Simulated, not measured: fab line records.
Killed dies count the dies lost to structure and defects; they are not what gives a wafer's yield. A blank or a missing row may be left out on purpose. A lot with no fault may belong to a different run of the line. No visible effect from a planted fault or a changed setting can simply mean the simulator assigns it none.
fab line records	flow ritCmos
[record] lots = 14	wafers = 42	lastDay = 7
route steps=202 shown FOX1@20 FOX2@24 NRETRO@63 NSD@140 M1@202
lots untouched by any fault: they come from a run of this same line in which no faults occurred
startH: hours from the record's opening day to when the first of the lot's shown wafers began	waitH: hours from the lot's prior step to this one	" identical to the entry in the row above	L1.1+2: one row covering several wafers at once	- no value, or no start given	* or withheld: withheld	< > ~ a bound
route shown NAME@n: a module of which the file shows steps, and the number in the route of the first	usual: average and standard deviation across the fault-free wafers	same: alike in all rows	chamber/n: place in a boat	sites: each site's reading	_std_site: their standard deviation	_edge_site: outer sites' mean less inner sites'	radiusMm: for every site, how far away it sits from the centre of the wafer	mask NAME#n: copy n	behind: the tool/chamber that last shaped the wafer	hold: the reason the lot was held/the length of the hold in hours/how it ended	device: the transistor (n, p or np) that didn't switch	end of line: the same wafers' tests at the end of the route	where a step has no rows: the recipe by itself	killed: dies lost to structure and defects at the first sort, not the wafer's yield	map: shows each die of a wafer: x if killed, . if not, _ if none is there
set.NAME: the run value of the setting; set.NAME@STEP: its run value at that earlier step	model.NAME: the simulator's own value behind a step, which no gauge read
a sample of lots followed through the steps of the route, with each step as a table and each wafer as a row
services: from which hour (startH, from the record's first day; less than 0 if before it) a tool's chamber was out of use, for how many hours, and why
[[steps]]
[step RIT_FOX1_OXIDATION_00]
[recipe] tempC = 1100	ambient = H2O	targetThkA = 3507	pH2oTorr = 720	oxTimeS = 1130
[usual] oxTimeS = 1130/0	tubeCenterTempC = 1100/0.1
lot.wafer	tool	chamber	startH	waitH	oxTimeS	tubeCenterTempC
L646.2	furnace-01	0	20.73	0.0	1130	1100
L646.3	"	0	"	"	1130	1099.9
L646.4	"	0	"	"	1130	1099.9
L647.1	furnace-01	0	26.75	0.0	1130	1100
L647.2	"	0	"	"	1130	1099.8
L647.5	"	0	"	"	1130	1099.8
L649.1	furnace-04	0	35.53	0.0	1130	1099.9
L649.4	"	0	"	"	1130	1099.7
L649.5	"	0	"	"	1130	1099.9
L650.1	furnace-01	0	40.65	0.0	1130	1100
L650.3	"	0	"	"	1130	1100
L650.4	"	0	"	"	1130	1100
L651.1	furnace-01	0	45.54	0.0	1130	1100
L651.2	"	0	"	"	1130	1100.1
L651.6	"	0	"	"	1130	1099.8
L652.1	furnace-03	0	51.36	0.0	1130	1100.1
L652.3	"	0	"	"	1130	1099.9
L652.4	"	0	"	"	1130	1100
L655.1	furnace-01	0	65.63	0.0	1130	1100.1
L655.3	"	0	"	"	1130	1100.2
L655.5	"	0	"	"	1130	1100
L656.1	furnace-04	0	70.63	0.0	1130	1099.9
L656.4	"	0	"	"	1130	1100
L656.5	"	0	"	"	1130	1100.1
L657.1	furnace-04	0	75.98	0.5	1130	1100
L657.3	"	0	"	"	1130	1100
L657.4	"	0	"	"	1130	1099.9
L658.2	furnace-04	0	80.50	0.0	904	1099.8
L658.4	"	0	"	"	904	1100
L658.5	"	0	"	"	904	1100.1
L659.2	furnace-04	0	85.88	0.4	904	1099.9
L659.3	"	0	"	"	904	1099.9
L659.6	"	0	"	"	904	1099.9
L660.1	furnace-01	0	90.63	0.0	1130	1100.2
L660.4	"	0	"	"	1130	1100
L660.6	"	0	"	"	1130	1100
L666.2	furnace-03	0	120.52	0.0	1130	1100.1
L666.3	"	0	"	"	1130	1100.1
L666.4	"	0	"	"	1130	1099.9
L668.3	furnace-03	0	132.05	1.4	1130	1099.9
L668.4	"	0	"	"	1130	1100
L668.6	"	0	"	"	1130	1100
[step RIT_FOX1_THK_MEAS_01]
[recipe] reads = SiO2_of_FOX1_OXIDATION_00
[usual] FOX1_OXIDE_THK = 353/6.2
lot.wafer	tool	chamber	startH	waitH	FOX1_OXIDE_THK[nm]
L646.2	filmMetro-04	-	22.06	0.0	361
L646.3	"	-	"	"	365
L646.4	"	-	"	"	363
L647.1	filmMetro-01	-	28.06	0.0	361
L647.2	"	-	"	"	355
L647.5	"	-	"	"	357
L649.1	filmMetro-02	-	36.84	0.0	352
L649.4	"	-	"	"	355
L649.5	"	-	"	"	350
L650.1	filmMetro-02	-	41.96	0.0	348
L650.3	"	-	"	"	354
L650.4	"	-	"	"	356
L651.1	filmMetro-01	-	46.85	0.0	346
L651.2	"	-	"	"	342
L651.6	"	-	"	"	350
L652.1	filmMetro-02	-	52.67	0.0	353
L652.3	"	-	"	"	344
L652.4	"	-	"	"	349
L655.1	filmMetro-04	-	66.95	0.0	349
L655.3	"	-	"	"	350
L655.5	"	-	"	"	354
L656.1	filmMetro-04	-	71.94	0.0	359
L656.4	"	-	"	"	357
L656.5	"	-	"	"	355
L657.1	filmMetro-01	-	77.30	0.0	341
L657.3	"	-	"	"	338
L657.4	"	-	"	"	339
L658.2	filmMetro-04	-	81.83	0.0	304
L658.4	"	-	"	"	303
L658.5	"	-	"	"	300
L659.2	filmMetro-01	-	87.20	0.0	305
L659.3	"	-	"	"	301
L659.6	"	-	"	"	308
L660.1	filmMetro-01	-	91.94	0.0	348
L660.4	"	-	"	"	352
L660.6	"	-	"	"	349
L666.2	filmMetro-01	-	121.84	0.0	364
L666.3	"	-	"	"	363
L666.4	"	-	"	"	362
L668.3	filmMetro-01	-	133.39	0.0	354
L668.4	"	-	"	"	357
L668.6	"	-	"	"	362
[step RIT_FOX2_THK_MEAS_01]
[recipe] reads = SiO2_of_FOX2_OXIDATION_00
[usual] FOX2_OXIDE_THK = 349/7.4
lot.wafer	tool	chamber	startH	waitH	FOX2_OXIDE_THK[nm]
L646.2	filmMetro-01	-	23.56	0.0	344
L646.3	"	-	"	"	349
L646.4	"	-	"	"	346
L647.1	filmMetro-04	-	30.13	0.0	356
L647.2	"	-	"	"	356
L647.5	"	-	"	"	353
L649.1	filmMetro-04	-	39.36	0.0	345
L649.4	"	-	"	"	350
L649.5	"	-	"	"	352
L650.1	filmMetro-01	-	44.77	0.0	340
L650.3	"	-	"	"	340
L650.4	"	-	"	"	341
L651.1	filmMetro-01	-	48.35	0.0	362
L651.2	"	-	"	"	359
L651.6	"	-	"	"	361
L652.1	filmMetro-01	-	54.59	0.0	362
L652.3	"	-	"	"	357
L652.4	"	-	"	"	350
L655.1	filmMetro-03	-	68.44	0.0	341
L655.3	"	-	"	"	344
L655.5	"	-	"	"	344
L656.1	filmMetro-01	-	73.43	0.0	345
L656.4	"	-	"	"	346
L656.5	"	-	"	"	347
L657.1	filmMetro-01	-	78.79	0.0	352
L657.3	"	-	"	"	360
L657.4	"	-	"	"	358
L658.2	filmMetro-03	-	83.33	0.0	356
L658.4	"	-	"	"	353
L658.5	"	-	"	"	354
L659.2	filmMetro-01	-	88.69	0.0	350
L659.3	"	-	"	"	348
L659.6	"	-	"	"	348
L660.1	filmMetro-01	-	93.43	0.0	352
L660.4	"	-	"	"	348
L660.6	"	-	"	"	349
L666.2	filmMetro-04	-	123.34	0.0	350
L666.3	"	-	"	"	347
L666.4	"	-	"	"	352
L668.3	filmMetro-04	-	135.93	0.0	361
L668.4	"	-	"	"	361
L668.6	"	-	"	"	358
[step RIT_NRETRO_TW_MEAS_10]
[usual] NRETRO_TW = 1048/5.9
lot.wafer	tool	chamber	startH	waitH	NRETRO_TW
L646.2	filmMetro-02	-	34.89	0.1	1044
L646.3	"	-	"	"	1044
L646.4	"	-	"	"	1039
L647.1	filmMetro-04	-	40.98	0.1	1042
L647.2	"	-	"	"	1047
L647.5	"	-	"	"	1037
L649.1	filmMetro-02	-	51.59	0.1	1053
L649.4	"	-	"	"	1047
L649.5	"	-	"	"	1048
L650.1	filmMetro-04	-	56.00	0.1	1060
L650.3	"	-	"	"	1055
L650.4	"	-	"	"	1054
L651.1	filmMetro-04	-	59.56	0.1	1048
L651.2	"	-	"	"	1055
L651.6	"	-	"	"	1056
L652.1	filmMetro-04	-	65.76	0.1	1054
L652.3	"	-	"	"	1051
L652.4	"	-	"	"	1058
L655.1	filmMetro-04	-	79.78	0.1	1041
L655.3	"	-	"	"	1043
L655.5	"	-	"	"	1043
L656.1	filmMetro-04	-	84.73	0.1	1048
L656.4	"	-	"	"	1048
L656.5	"	-	"	"	1038
L657.1	filmMetro-02	-	89.77	0.1	1057
L657.3	"	-	"	"	1056
L657.4	"	-	"	"	1058
L658.2	filmMetro-04	-	94.74	0.1	1041
L658.4	"	-	"	"	1040
L658.5	"	-	"	"	1037
L659.2	filmMetro-04	-	99.82	0.1	1047
L659.3	"	-	"	"	1050
L659.6	"	-	"	"	1051
L660.1	filmMetro-04	-	105.05	0.1	1047
L660.4	"	-	"	"	1054
L660.6	"	-	"	"	1048
L666.2	filmMetro-04	-	135.26	0.1	1044
L666.3	"	-	"	"	1045
L666.4	"	-	"	"	1038
L668.3	filmMetro-02	-	146.94	0.1	1046
L668.4	"	-	"	"	1042
L668.6	"	-	"	"	1043
[step RIT_NSD_STRIP_09]
[recipe] chemistry = O2	timeS = 180	resist = NOVOLAK	platenTempC = withheld	powerW = 500	pressureMtorr = 4000	o2FlowSccm = 4000
[usual] drypumpMotorCurrentA = 5.6/0.4	o2FlowSccm = 4004/12
lot.wafer	tool	chamber	startH	waitH	drypumpMotorCurrentA	o2FlowSccm	rfHoursCounterH
L646.2	plasmaAsher-03	1	51.63	0.1	5.5	4001	44
L646.3	"	0	"	"	6.0	4001	-
L646.4	"	1	"	"	5.4	4004	-
L647.1	plasmaAsher-01	1	58.76	0.1	5.7	4014	28
L647.2	"	0	"	"	6.2	4030	28
L647.5	"	0	"	"	6.2	4019	-
L649.1	plasmaAsher-04	1	69.30	0.1	5.0	3988	47
L649.4	"	0	"	"	5.4	4013	-
L649.5	"	0	"	"	5.4	4006	-
L650.1	plasmaAsher-04	0	72.76	0.1	5.4	4009	48
L650.3	"	0	"	"	5.4	4010	-
L650.4	"	1	"	"	5.1	3987	-
L651.1	plasmaAsher-01	1	76.37	0.1	5.8	4022	30
L651.2	"	0	"	"	6.2	3998	30
L651.6	"	0	"	"	6.2	4006	-
L652.1	plasmaAsher-04	1	82.78	0.1	5.1	3997	49
L652.3	"	0	"	"	5.4	4003	-
L652.4	"	1	"	"	5.0	4017	-
L655.1	plasmaAsher-01	1	97.12	0.1	5.7	3991	33
L655.3	"	1	"	"	5.8	4003	-
L655.5	"	1	"	"	5.8	3991	-
L656.1	plasmaAsher-01	0	101.91	0.1	6.2	4010	33
L656.4	"	1	"	"	5.8	4002	-
L656.5	"	0	"	"	6.2	3999	-
L657.1	plasmaAsher-01	1	107.02	0.1	5.8	4002	34
L657.3	"	0	"	"	6.2	4000	-
L657.4	"	1	"	"	5.8	4009	-
L658.2	plasmaAsher-04	0	111.81	0.1	5.4	4030	53
L658.4	"	0	"	"	5.4	4016	-
L658.5	"	1	"	"	5.0	4004	-
L659.2	plasmaAsher-01	1	117.82	0.1	5.7	4015	35
L659.3	"	1	"	"	5.8	3998	-
L659.6	"	1	"	"	5.8	4012	-
L660.1	plasmaAsher-04	0	121.84	0.1	5.4	4012	54
L660.4	"	1	"	"	5.0	3995	-
L660.6	"	0	"	"	5.4	3995	-
L666.2	plasmaAsher-03	1	154.06	0.1	5.5	3996	51
L666.3	"	1	"	"	5.5	3983	-
L666.4	"	0	"	"	5.9	4024	-
L668.3	plasmaAsher-04	1	167.81	0.1	5.1	4003	-
L668.4	"	0	"	"	5.4	3995	-
L668.6	"	0	"	"	5.4	4003	-
[step RIT_M1_PROBE_99]
[usual] killedAtContacts = 0.1/0.24	killedAtFrontEnd = 7/3	killedDies = 7/3	killedOpen = 3.2/1.8	killedShort = 3.5/2.1
[same] grossDies = 264	killed_at_M0_to_M3 = 0	killed_at_M4_up = 0	killedAtBackSide = 0	killedAtOther = 0
lot.wafer	tool	chamber	startH	waitH	killedAtContacts	killedAtFrontEnd	killedDies	killedOpen	killedShort
L668.3	prober-01	-	177.79	0.2	0	3	3	1	2
L668.4	prober-01	-	177.84	0.2	0	3	3	2	1
L668.6	prober-01	-	177.94	0.2	0	8	8	5	3
// killed by level:class
L668.3 FOX1:geometricParticle:open=1 GATE:geometricParticle:short=1 REOX:geometricParticle:short=1
L668.4 SPACER:geometricParticle:open=1 SILICIDE:geometricParticle:open=1 SILICIDE:geometricParticle:short=1
L668.6 GATE:geometricParticle:open=2 REOX:geometricParticle:short=2 REOX:geometricParticle:open=2 FOX1:geometricParticle:open=1 GATE:geometricParticle:short=1
[[services]]
tool	chamber	startH	hours	kind
furnace-01	-	-1.65	3.0	pm
furnace-01	-	8.01	3.6	pm
furnace-04	-	14.07	4.7	pm
plasmaAsher-03	-	25.21	1.6	repair
plasmaAsher-03	-	25.40	3.0	repair
plasmaAsher-03	-	60.21	2.8	pm
plasmaAsher-03	-	81.50	28.1	pm
plasmaAsher-03	-	131.59	9.1	repair
[[key]]
[firstSign] step = RIT_FOX1_OXIDATION_00	reading = oxTimeS	direction = down	sigmas = 99+	usual = *	struck = *
[effect] step = RIT_FOX1_THK_MEAS_01	reading = FOX1_OXIDE_THK	direction = down	sigmas = 7.9	usual = 353	struck = 303
metAt RIT_FOX1_OXIDATION_00
struckLots L658,L659
testerLeftOut L658,L659
notActingAt RIT_FOX2_THK_MEAS_01,RIT_NRETRO_TW_MEAS_10,RIT_NSD_STRIP_09
onsetBetween 75.98 80.50
[fault] kind = processParameterDrift	tool = furnace-04	chamber = -	onsetH = 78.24	steps = RIT_FOX1_OXIDATION_00	channel = oxTimeS	offset = *	shape = step	endH = 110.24	actsIn = *	stated = *
// testerLeftOut: of these lots the tester's yield and bins aren't shown, on N5 and GAA mostly nor the transistor test; their killed dies are dies lost to structure and defects alone, not to doping, threshold or leakage, so they don't give the yield
